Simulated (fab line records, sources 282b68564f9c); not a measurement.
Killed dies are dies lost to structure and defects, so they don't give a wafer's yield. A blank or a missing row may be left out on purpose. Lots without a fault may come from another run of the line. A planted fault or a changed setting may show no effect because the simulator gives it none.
Split-lot experiment | flow rit_cmos | 5 lots, 23 wafers read, on a route of 202 steps

THE SPLIT
At RIT_M1_COAT_04 (resist thk 1300 nm), the setting resist_thk_nm was moved away from the recipe's 1300 nm on 10 of the 23 wafers read, by -5.4% to +4.5%. The other wafers ran this setting at the recipe's value.

The reading is taken at the split's own step.

THE READING
NOVOLAK_of_M1_COAT_04.thk_nm (the simulator's own value, which no gauge read), in nm, at RIT_M1_COAT_04 (resist thk 1300 nm). The file gives no usual value for it. The 13 wafers here that ran the recipe average 1301 nm, standard deviation 3 nm.

wafer  | tool, chamber at the split | resist_thk_nm as run, nm | against the recipe | NOVOLAK_of_M1_COAT_04.thk_nm, nm | against lot-mates on the recipe
L074.2 | litho_track-01, 0          | 1230                     | -5.4%              | 1235                             | -68
L074.3 | litho_track-01, 0          | 1300                     | recipe             | 1303                             | -
L074.5 | litho_track-01, 0          | 1300                     | recipe             | 1303                             | -
L074.4 | litho_track-01, 0          | 1230                     | -5.4%              | 1236                             | -67
L074.6 | litho_track-01, 0          | 1230                     | -5.4%              | 1232                             | -71
L075.1 | litho_track-04, 0          | 1300                     | recipe             | 1294                             | -
L075.4 | litho_track-04, 0          | 1300                     | recipe             | 1300                             | -
L075.6 | litho_track-04, 0          | 1300                     | recipe             | 1297                             | -
L076.1 | litho_track-04, 0          | 1359                     | +4.5%              | 1358                             | +60
L076.2 | litho_track-04, 0          | 1359                     | +4.5%              | 1355                             | +57
L076.3 | litho_track-04, 0          | 1300                     | recipe             | 1299                             | -
L076.4 | litho_track-04, 0          | 1359                     | +4.5%              | 1357                             | +59
L076.5 | litho_track-04, 0          | 1300                     | recipe             | 1297                             | -
L081.1 | litho_track-01, 0          | 1300                     | recipe             | 1302                             | -
L081.3 | litho_track-01, 0          | 1276                     | -1.8%              | 1275                             | -28
L081.4 | litho_track-01, 0          | 1300                     | recipe             | 1304                             | -
L081.5 | litho_track-01, 0          | 1300                     | recipe             | 1304                             | -
L081.6 | litho_track-01, 0          | 1276                     | -1.8%              | 1274                             | -29
L083.1 | litho_track-04, 0          | 1320                     | +1.5%              | 1320                             | +19
L083.2 | litho_track-04, 0          | 1300                     | recipe             | 1302                             | -
L083.5 | litho_track-04, 0          | 1300                     | recipe             | 1302                             | -
L083.3 | litho_track-04, 0          | 1300                     | recipe             | 1300                             | -
L083.4 | litho_track-04, 0          | 1320                     | +1.5%              | 1322                             | +21

THE FIT
A straight line over all 23 wafers: NOVOLAK_of_M1_COAT_04.thk_nm changes by +12.4 nm for each +1% of resist_thk_nm; r = +1.00; the points scatter about the line by 2.7 nm.
The same after taking each lot's own level away (the mean of its wafers on the recipe; 23 wafers): +12.9 nm for each +1%; r = +1.00; scatter 2.1 nm.
On that fit, the largest move of resist_thk_nm shifts the reading by 70 nm.
The lots' own levels span 1297.0 to 1303.3 nm, that is 2.1 times the standard deviation above.
So the lot-to-lot level changes the slope little: the two slopes agree.
Check: with one of the wafers moved furthest among these (-5.4%) left out of the fit, the line predicts -70.5 nm for it against its lot-mates. It came out at -68 nm against them.

OTHER SPLITS ON THESE WAFERS
These wafers also went through other splits before the reading. Each is held against what the fit with the lots' levels taken away leaves over:
other split on the same wafers        | wafers away from the commonest value | r with NOVOLAK_of_M1_COAT_04.thk_nm (lot level and that fit taken away)
RIT_GATE_CLEAN_01 time_s              | 15                                   | +0.22
RIT_GATE_CVD_08 time_s                | 15                                   | -0.43
RIT_GATE_DEVELOP_15 develop_time_s    | 7                                    | -0.27
RIT_PLDD_IMPLANT_08 energy_kev        | 8                                    | -0.20
RIT_SDANNEAL_CLEAN_02 time_s          | 15                                   | +0.19
RIT_SILICIDE_SPUTTER_01 time_s        | 5                                    | -0.31
RIT_CONTACT_DEVELOP_07 develop_time_s | 9                                    | +0.32

THE FILE'S OWN FIT
NOVOLAK_of_M1_COAT_04.thk_nm changes by +13 nm for each +1% of resist_thk_nm, r = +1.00.
